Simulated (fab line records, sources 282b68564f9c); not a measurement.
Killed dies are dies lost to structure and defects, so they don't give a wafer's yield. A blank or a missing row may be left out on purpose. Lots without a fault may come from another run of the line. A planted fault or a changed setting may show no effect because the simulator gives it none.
Which tool did it? | flow rit_cmos | 7 lots, 21 wafers sampled, at 4 steps of a route of 202

WHAT THE GAUGES READ, wafer by wafer
RIT_M1_RS_MEAS_01: measures by four-point-probe.
lot  | measured    | on            | M1_AL_RS (ohm/sq)
L951 | day 3 09:50 | film_metro-01 | 0.0728 0.0738 0.0731
L955 | day 4 05:23 | film_metro-02 | 0.0726 0.0729 0.0723
L958 | day 4 22:20 | film_metro-02 | 0.0726 0.0722 0.0724
L960 | day 5 09:19 | film_metro-02 | 0.0740 0.0739 0.0736
L963 | day 6 04:09 | film_metro-02 | 0.0732 0.0738 0.0731
L968 | day 7 10:48 | film_metro-04 | 0.0721 0.0725 0.0724
L971 | day 7 21:26 | film_metro-01 | 0.0726 0.0730 0.0731

WHICH TOOL RAN EACH LOT (tool, then ch and the chambers of the sampled wafers, then the start)
lot  | RIT_PRETRO_STRIP_09                 | RIT_NSD_STRIP_09                    | RIT_M1_SPUTTER_00
L951 | plasma_asher-03 ch 0,1, day 2 12:42 | plasma_asher-04 ch 0,1, day 3 04:11 | pvd_sputter-03, day 3 09:31
L955 | plasma_asher-04 ch 0,1, day 3 08:04 | plasma_asher-04 ch 0,1, day 3 23:38 | pvd_sputter-03, day 4 05:05
L958 | plasma_asher-03 ch 0,1, day 3 23:31 | plasma_asher-04 ch 0, day 4 16:40   | pvd_sputter-04, day 4 22:03
L960 | plasma_asher-03 ch 0,1, day 4 10:54 | plasma_asher-03 ch 1, day 5 03:08   | pvd_sputter-04, day 5 09:01
L963 | plasma_asher-04 ch 0,1, day 5 01:59 | plasma_asher-04 ch 0,1, day 5 22:14 | pvd_sputter-04, day 6 03:50
L968 | plasma_asher-03 ch 0,1, day 6 07:45 | plasma_asher-03 ch 0,1, day 7 04:57 | pvd_sputter-02, day 7 10:30
L971 | plasma_asher-03 ch 0,1, day 6 20:03 | plasma_asher-03 ch 0,1, day 7 15:48 | pvd_sputter-02, day 7 21:08
- RIT_PRETRO_STRIP_09: strips in O2, time 180 s.
- RIT_NSD_STRIP_09: strips in O2, time 180 s.
- RIT_M1_SPUTTER_00: material Al, target thk 400 nm, time 500 s.

THE ANSWER, worked out from the rows above alone
Rule: what is usual is taken from the lots themselves. Put in order of their means at a reading, lots are off if they are a third of the lots or fewer, leave a main group of 4 or more, and stand apart from it by a gap of 3 or more times the standard deviation of the main group's means; of several such gaps the widest counts. A main group whose means are all the same, to the digits that the tables above print for the reading, isn't used. A lot without any number at a reading at which 4 lots or more have one is off too. The other lots that the step has rows for count as sound.
No lot is off at any reading shown: from this, nothing can be told.

WHAT THE SIMULATOR HAD PUT IN
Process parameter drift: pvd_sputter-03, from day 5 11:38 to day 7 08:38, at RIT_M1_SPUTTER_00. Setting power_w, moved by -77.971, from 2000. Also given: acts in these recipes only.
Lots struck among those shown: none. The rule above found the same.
